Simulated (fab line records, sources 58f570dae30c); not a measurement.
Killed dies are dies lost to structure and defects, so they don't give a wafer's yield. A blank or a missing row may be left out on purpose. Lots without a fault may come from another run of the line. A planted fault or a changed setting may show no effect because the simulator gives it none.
Chamber matching | flow berkeley_cmos170 | UCB170_GATE_ETCH_15 on rie_si-01: 4 sister chambers
The step etches poly-Si in HBr/Cl2, stops on SiO2, time 56.3 s, target depth 278.2 nm. 8 wafers are shown with their chamber, then 8 later ones without.

WAFERS WITH THEIR CHAMBER
wafer  | chamber | throttle_valve_pct (%) | oes_product_au (a.u.)
L617.1 | 3       | 26.27                  | 0.825
L617.6 | 3       | 26.28                  | 0.815
L618.4 | 2       | 26.41                  | 0.848
L620.5 | 0       | 26.32                  | 0.838
L619.2 | 1       | 26.07                  | 0.844
L619.5 | 1       | 26.06                  | 0.843
L619.6 | 0       | 26.33                  | 0.815
L622.2 | 2       | 26.39                  | 0.843

WAFERS WITHOUT THEIR CHAMBER
wafer  | throttle_valve_pct (%) | oes_product_au (a.u.)
L622.4 | 26.32                  | 0.837
L622.6 | 26.07                  | 0.860
L631.1 | 26.33                  | 0.845
L631.2 | 26.10                  | 0.861
L631.6 | 26.28                  | 0.888
L635.3 | 26.32                  | 0.828
L635.5 | 26.28                  | 0.814
L635.6 | 26.38                  | 0.842

WHICH CHAMBER EACH WENT THROUGH
wafer  | from the rows above     | in truth
L622.4 | 0                       | 0
L622.6 | 1                       | 1
L631.1 | 0                       | 0
L631.2 | 1                       | 1
L631.6 | can't be placed: 3 or 0 | 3
L635.3 | 0                       | 0
L635.5 | 3                       | 3
L635.6 | 2                       | 2
Placed correctly: 7 of 8. Can't be placed from these rows: 1 (the true chamber is among the candidates in 1). Placed wrongly: 0.
How it was worked out, from the rows above alone: a wafer's distance from a chamber is the root of the sum, over the readings, of the square of ((its reading less the chamber's mean) divided by the reading's scatter). The wafer belongs to the nearest chamber; if the next one is less than 2 further off, it can't be placed. A chamber's mean is the mean of its shown wafers. The scatter: the root of (the sum of the squares of (reading less its chamber's mean) over the shown wafers, divided by (wafers less chambers)).
